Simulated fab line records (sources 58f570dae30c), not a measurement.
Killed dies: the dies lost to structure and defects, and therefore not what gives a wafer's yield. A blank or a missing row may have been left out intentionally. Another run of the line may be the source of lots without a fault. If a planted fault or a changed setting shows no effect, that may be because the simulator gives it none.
Which tool was responsible? ; flow berkeley_cmos170 ; 15 lots, 45 wafers sampled, at 4 steps of a route of 331

== WHAT EACH GAUGE READ, for each wafer ==
UCB170_NSD_TW_MEAS_10. Usual: NSD_TW gives 4183 (standard deviation 38).
lot;measured;on;NSD_TW;flag
L638;day 7 04:32;film_metro-02;4242 4202 4253;
L637;day 7 04:48;film_metro-02;4223 4236 4240;
L644;day 7 20:31;film_metro-03;4164 4144 4134;
L643;day 7 20:49;film_metro-01;4186 4180 4194;
L648;day 8 21:14;film_metro-03;4156 4132 4169;
L647;day 8 21:31;film_metro-02;4243 4228 4240;
L649;day 8 21:40;film_metro-02;4240 4221 4204;
L645;day 8 21:59;film_metro-01;4165 4183 4168;
L653;day 10 00:07;film_metro-02;4206 4207 4242;
L654;day 10 00:51;film_metro-02;4205 4219 4229;
L656;day 10 04:05;film_metro-03;4151 4170 4156;
L652;day 10 04:16;film_metro-02;4222 4222 4212;
L655;day 10 07:16;film_metro-01;4181 4187 4162;
L660;day 11 07:02;film_metro-01;4180 4151 4184;
L659;day 11 07:12;film_metro-03;4169 4166 4150;

UCB170_CONTACT_CD_MEAS_15: the cd target is 700 nm. Usual: cd_nm at 700.2 nm, with a standard deviation of 1.4.
lot;measured;on;cd_nm (nm);flag
L638;day 7 11:40;cd_sem-01;699.6 700.7 700.3;
L637;day 7 11:22;cd_sem-01;699.9 698.5 699.5;
L644;day 8 04:40;cd_sem-01;699.6 701.3 700.6;
L643;day 8 04:58;cd_sem-02;699.9 700.5 701.9;
L648;day 9 03:19;cd_sem-01;702.4 700.6 702.9;
L647;day 9 04:58;cd_sem-02;- - -;OFF
L649;day 9 05:29;cd_sem-01;- - -;OFF
L645;day 9 05:46;cd_sem-02;- - -;OFF
L653;day 10 06:31;cd_sem-02;700.0 698.8 698.5;
L654;day 10 07:18;cd_sem-02;699.9 701.3 700.7;
L656;day 10 10:28;cd_sem-02;701.0 702.4 702.0;
L652;day 10 10:35;cd_sem-01;700.8 699.9 701.2;
L655;day 10 16:34;cd_sem-01;699.0 699.1 699.4;
L660;day 11 13:57;cd_sem-02;699.8 699.1 697.7;
L659;day 11 14:02;cd_sem-02;703.6 703.3 703.3;

UCB170_CONTACT_CD_MEAS_90: the cd target is 700 nm. Usual: cd_nm at 700.1 nm, with a standard deviation of 1.8.
lot;measured;on;cd_nm (nm);flag
L638;day 7 12:05;cd_sem-02;700.6 700.3 701.1;
L637;day 7 11:47;cd_sem-02;700.4 697.7 698.1;
L644;day 8 05:05;cd_sem-01;699.8 700.6 700.2;
L643;day 8 05:23;cd_sem-02;697.8 699.7 701.7;
L648;day 9 03:44;cd_sem-01;700.2 697.9 704.8;
L647;day 9 05:23;cd_sem-02;- - -;OFF
L649;day 9 05:55;cd_sem-01;- - -;OFF
L645;day 9 06:11;cd_sem-01;- - -;OFF
L653;day 10 06:56;cd_sem-01;698.2 696.8 696.7;
L654;day 10 07:43;cd_sem-01;699.4 700.9 700.5;
L656;day 10 10:54;cd_sem-02;701.2 702.8 703.0;
L652;day 10 11:01;cd_sem-01;701.1 699.7 701.2;
L655;day 10 17:01;cd_sem-01;700.2 698.8 700.7;
L660;day 11 14:25;cd_sem-02;699.8 700.3 698.7;
L659;day 11 14:30;cd_sem-02;702.4 704.3 703.3;

== EACH LOT AND THE TOOL THAT RAN IT (in order: tool; ch and the chambers of the sampled wafers; start) ==
lot;UCB170_CONTACT_PEB_13
L638;litho_track-02 ch 0, day 7 11:23
L637;litho_track-02 ch 0, day 7 11:05
L644;litho_track-02 ch 0, day 8 04:23
L643;litho_track-02 ch 0, day 8 04:41
L648;litho_track-04 ch 0, day 9 03:02
L647;litho_track-03, day 9 04:41
L649;litho_track-04, day 9 05:13
L645;litho_track-04, day 9 05:29
L653;litho_track-04 ch 0, day 10 06:14
L654;litho_track-04 ch 0, day 10 07:02
L656;litho_track-03 ch 0, day 10 10:12
L652;litho_track-02 ch 0, day 10 10:19
L655;litho_track-04 ch 0, day 10 16:09
L660;litho_track-03 ch 0, day 11 13:41
L659;litho_track-04 ch 0, day 11 13:43
- UCB170_CONTACT_PEB_13

== AS READ BY THE TOOLS THEMSELVES (means over the sampled wafers that have a number; for cases with no such wafer, the mark the record gives instead) ==
UCB170_CONTACT_PEB_13. Usual: chill_plate_temp_C 23.02 C, standard deviation 0.1; exhaust_pa 45.0 Pa, standard deviation 0.86.
lot;tool;chill_plate_temp_C (C);exhaust_pa (Pa);flag
L638;litho_track-02;22.97;45.3;
L637;litho_track-02;23.03;44.9;
L644;litho_track-02;22.96;44.9;
L643;litho_track-02;22.94;45.9;
L648;litho_track-04;23.05;44.8;
L647;litho_track-03;-;-;OFF
L649;litho_track-04;-;-;OFF
L645;litho_track-04;-;-;OFF
L653;litho_track-04;23.02;45.6;
L654;litho_track-04;23.03;45.2;
L656;litho_track-03;23.02;45.5;
L652;litho_track-02;22.95;45.8;
L655;litho_track-04;22.92;45.1;
L660;litho_track-03;23.14;44.7;
L659;litho_track-04;23.13;44.4;

== THE ANSWER, worked out from the rows above alone ==
Rule: lot off if the mean of its wafers having a number is beyond 3 standard deviations from the usual mean. Also off: a lot with no number at a reading for which 4 or more lots have one. Where the step has rows for the other lots, those lots are counted as sound. After the gauges, taken in route order, come the tools' own readings; for these a lot's mean is taken, as printed above. The first step at which some lot is off is used, and at that step the reading that is off furthest; a lot without a number counts as furthest.
Off, at UCB170_CONTACT_CD_MEAS_15 on cd_nm: L647, L649, L645. Without a number there: L647, L649, L645.
A tool fits if, at a process step before that reading, it ran every lot that is off, and no sound lot after the first of them. The gauges at UCB170_CONTACT_CD_MEAS_15 aren't tried: what is off there is off at UCB170_CONTACT_PEB_13 too, on other tools, and a gauge's error can't cause that. Of those tried, none fits.

== WHAT HAD BEEN PUT IN BY THE SIMULATOR ==
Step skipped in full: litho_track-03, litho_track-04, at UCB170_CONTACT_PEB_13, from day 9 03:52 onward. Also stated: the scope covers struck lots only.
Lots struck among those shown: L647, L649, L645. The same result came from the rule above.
